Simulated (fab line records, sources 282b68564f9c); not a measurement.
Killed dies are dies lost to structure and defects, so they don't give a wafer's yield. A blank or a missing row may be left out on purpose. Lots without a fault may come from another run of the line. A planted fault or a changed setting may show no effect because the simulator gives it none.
Split-lot experiment | flow rit_cmos | 5 lots, 23 wafers read, on a route of 202 steps

THE SPLIT
At RIT_SILICIDE_SPUTTER_01 (material Ti, target thk 30 nm, time 240 s), the setting power_w was moved away from the recipe's 350 W on 6 of the 23 wafers read, by +5.9% to +9.6%. The other wafers ran this setting at the recipe's value.

FROM THE SPLIT TO THE READING: what the file shows between them, 1 step
- RIT_SILICIDE_RS_MEAS_02: measures by four-point-probe

THE READING
SILICIDE_TI_THK, in nm, at RIT_SILICIDE_THK_MEAS_03 (measures by xrf). Fault-free wafers of this fab line usually give 30.0 nm, standard deviation 0.39 nm.

wafer  | tool, chamber at the split | power_w as run, W | against the recipe | SILICIDE_TI_THK, nm | against lot-mates on the recipe
L074.1 | pvd_sputter-03, -          | 370.8             | +5.9%              | 31.3                | +1.2
L074.2 | pvd_sputter-03, -          | 370.8             | +5.9%              | 31.3                | +1.2
L074.3 | pvd_sputter-03, -          | 350               | recipe             | 29.9                | -
L074.4 | pvd_sputter-03, -          | 350               | recipe             | 30.4                | -
L074.6 | pvd_sputter-03, -          | 370.8             | +5.9%              | 32.0                | +1.9
L075.1 | pvd_sputter-01, -          | 350               | recipe             | 30.4                | -
L075.2 | pvd_sputter-01, -          | 350               | recipe             | 29.8                | -
L075.3 | pvd_sputter-01, -          | 350               | recipe             | 30.7                | -
L075.5 | pvd_sputter-01, -          | 350               | recipe             | 30.0                | -
L075.6 | pvd_sputter-01, -          | 350               | recipe             | 30.0                | -
L077.1 | pvd_sputter-04, -          | 383.5             | +9.6%              | 32.6                | +2.7
L077.2 | pvd_sputter-04, -          | 383.5             | +9.6%              | 33.0                | +3.1
L077.3 | pvd_sputter-04, -          | 350               | recipe             | 30.0                | -
L077.5 | pvd_sputter-04, -          | 383.5             | +9.6%              | 32.4                | +2.4
L077.6 | pvd_sputter-04, -          | 350               | recipe             | 29.9                | -
L081.1 | pvd_sputter-01, -          | 350               | recipe             | 29.9                | -
L081.2 | pvd_sputter-01, -          | 350               | recipe             | 29.6                | -
L081.4 | pvd_sputter-01, -          | 350               | recipe             | 29.4                | -
L081.5 | pvd_sputter-01, -          | 350               | recipe             | 30.0                | -
L081.6 | pvd_sputter-01, -          | 350               | recipe             | 30.1                | -
L084.4 | pvd_sputter-03, -          | 350               | recipe             | 30.1                | -
L084.5 | pvd_sputter-03, -          | 350               | recipe             | 29.8                | -
L084.6 | pvd_sputter-03, -          | 350               | recipe             | 29.8                | -

THE FIT
A straight line over all 23 wafers: SILICIDE_TI_THK changes by +0.275 nm for each +1% of power_w; r = +0.96; the points scatter about the line by 0.31 nm.
The same after taking each lot's own level away (the mean of its wafers on the recipe; 23 wafers): +0.271 nm for each +1%; r = +0.96; scatter 0.29 nm.
On that fit, the largest move of power_w shifts the reading by 2.6 nm.
The lots' own levels span 29.80 to 30.18 nm, that is 1.0 times the standard deviation above.
So the lot-to-lot level changes the slope little: the two slopes agree.
Check: with one of the wafers moved furthest among these (+9.6%) left out of the fit, the line predicts +2.56 nm for it against its lot-mates. It came out at +2.65 nm against them.

OTHER SPLITS ON THESE WAFERS
These wafers also went through other splits before the reading. Each is held against what the fit with the lots' levels taken away leaves over:
other split on the same wafers | wafers away from the commonest value | r with SILICIDE_TI_THK (lot level and that fit taken away)
RIT_SDANNEAL_CLEAN_00 time_s   | 10                                   | +0.24

THE WHOLE CHAIN: every reading that the file lists as answering this split, in the file's order
step                     | what it does                              | reading                                                                           | change (the file's fit)               | r (the file's)
RIT_SILICIDE_SPUTTER_01  | material Ti, target thk 30 nm, time 240 s | Ti_of_SILICIDE_SPUTTER_01.thk_nm (the simulator's own value, which no gauge read) | +0.275 nm for each +1% of the setting | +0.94
RIT_SILICIDE_RS_MEAS_02  | measures by four-point-probe              | SILICIDE_TI_RS                                                                    | -0.503 for each +1% of the setting    | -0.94
RIT_SILICIDE_THK_MEAS_03 | measures by xrf                           | SILICIDE_TI_THK                                                                   | +0.27 for each +1% of the setting     | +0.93

THE FILE'S OWN FIT
SILICIDE_TI_THK changes by +0.27 nm for each +1% of power_w, r = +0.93.
